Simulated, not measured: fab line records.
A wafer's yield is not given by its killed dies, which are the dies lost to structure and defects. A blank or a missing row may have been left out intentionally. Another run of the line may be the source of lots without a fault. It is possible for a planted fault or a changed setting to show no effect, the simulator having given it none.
Which tool is to blame?	flow berkeleyCmos170	Sampling: 15 lots, 45 wafers, 3 of 331 route steps

== WHAT EACH GAUGE READ, for each wafer ==
UCB170_START_BOW_MEAS_00. Usual: INCOMING_BOW gives -1 um (standard deviation 6.6).
lot	measured	on	INCOMING_BOW (um)	flag
L775	day 1 10:00	filmMetro-03	-2 4 8	
L776	day 1 15:00	filmMetro-02	-2 5 -11	
L778	day 2 01:01	filmMetro-04	-6 9 -1	
L779	day 2 06:01	filmMetro-04	-6 0 0	
L780	day 2 11:00	filmMetro-04	6 -8 4	
L781	day 2 16:01	filmMetro-02	2 -13 7	
L783	day 3 02:00	filmMetro-04	-1 1 0	
L787	day 3 22:01	filmMetro-03	-7 -7 3	
L789	day 4 08:01	filmMetro-04	-7 -3 -4	
L791	day 4 18:01	filmMetro-02	14 -10 -15	
L793	day 5 04:01	filmMetro-02	-10 -5 3	
L795	day 5 14:00	filmMetro-02	-4 -5 3	
L796	day 5 19:01	filmMetro-03	-2 -5 -12	
L797	day 6 00:00	filmMetro-04	-3 6 8	
L798	day 6 05:01	filmMetro-02	9 3 2	

UCB170_NWELL_THK_MEAS_02. Usual: NWELL_OXIDE_THK gives 26.6 nm (standard deviation 0.5).
lot	measured	on	NWELL_OXIDE_THK (nm)	flag
L775	day 2 12:04	filmMetro-01	26.0 26.0 26.4	
L776	day 2 17:10	filmMetro-04	26.6 26.6 27.2	
L778	day 2 17:10	filmMetro-01	25.9 26.6 26.3	
L779	day 3 02:52	filmMetro-03	26.4 27.1 26.7	
L780	day 3 02:52	filmMetro-04	26.3 26.3 26.9	
L781	day 3 08:44	filmMetro-01	26.3 26.4 26.2	
L783	day 3 15:15	filmMetro-03	26.4 26.1 26.3	
L787	day 4 16:06	filmMetro-03	27.0 27.3 27.1	
L789	day 5 02:47	filmMetro-03	25.9 26.4 25.6	
L791	day 5 12:23	filmMetro-01	26.4 26.0 26.5	
L793	day 5 20:59	filmMetro-03	25.9 26.1 25.9	
L795	day 6 08:10	filmMetro-01	26.8 26.7 26.2	
L796	day 6 16:23	filmMetro-01	27.2 27.4 27.4	
L797	day 6 16:22	filmMetro-03	27.2 27.3 27.3	
L798	day 7 02:11	filmMetro-01	26.6 27.2 26.9	

UCB170_PWELL_THK_MEAS_06. Usual: PWELL_NITRIDE_THK gives 220.3 nm (standard deviation 1.9).
lot	measured	on	PWELL_NITRIDE_THK (nm)	flag
L775	day 3 10:41	filmMetro-03	222.0 220.6 218.2	
L776	day 3 20:37	filmMetro-01	219.0 220.2 217.0	
L778	day 3 20:38	filmMetro-02	219.0 220.5 219.9	
L779	day 4 02:30	filmMetro-02	218.5 219.3 219.7	
L780	day 4 02:26	filmMetro-02	220.0 219.0 217.9	
L781	day 4 13:55	filmMetro-02	218.5 218.3 217.5	
L783	day 4 13:55	filmMetro-03	219.1 219.0 220.1	
L787	day 5 21:03	filmMetro-01	221.3 221.9 222.8	
L789	day 6 05:35	filmMetro-03	224.5 223.0 224.2	
L791	day 6 15:29	filmMetro-03	219.7 221.1 222.3	
L793	day 7 02:35	filmMetro-01	220.3 221.8 220.6	
L795	day 7 16:02	filmMetro-03	223.1 221.7 222.3	
L796	day 7 16:02	filmMetro-02	222.6 222.8 221.3	
L797	day 7 16:02	filmMetro-01	222.6 219.9 222.0	
L798	day 8 05:34	filmMetro-02	221.7 220.7 220.6	

== EACH LOT AND THE TOOL THAT RAN IT (in order: tool; ch and the chambers of the sampled wafers; start) ==
Record: no process step prior to these readings.

== AS READ BY THE TOOLS THEMSELVES (means over the sampled wafers that have a number; for cases with no such wafer, the mark the record gives instead) ==
The record holds no such reading with a usual standard deviation.

== THE ANSWER, worked out from the rows above alone ==
Rule: a lot counts as off when the mean over its wafers that have a number is more than 3 standard deviations away from the usual mean. A lot without any number at a reading at which 4 lots or more have one is off too. All remaining lots with rows at the step are treated as sound. After the gauges, taken in route order, come the tools' own readings; for these a lot's mean is taken, as printed above. At the first step where some lot is off, the reading lying furthest off is the one used; lots without a number count as furthest.
Across all readings shown, no lot is off: no conclusion can be drawn from this.

== WHAT HAD BEEN PUT IN BY THE SIMULATOR ==
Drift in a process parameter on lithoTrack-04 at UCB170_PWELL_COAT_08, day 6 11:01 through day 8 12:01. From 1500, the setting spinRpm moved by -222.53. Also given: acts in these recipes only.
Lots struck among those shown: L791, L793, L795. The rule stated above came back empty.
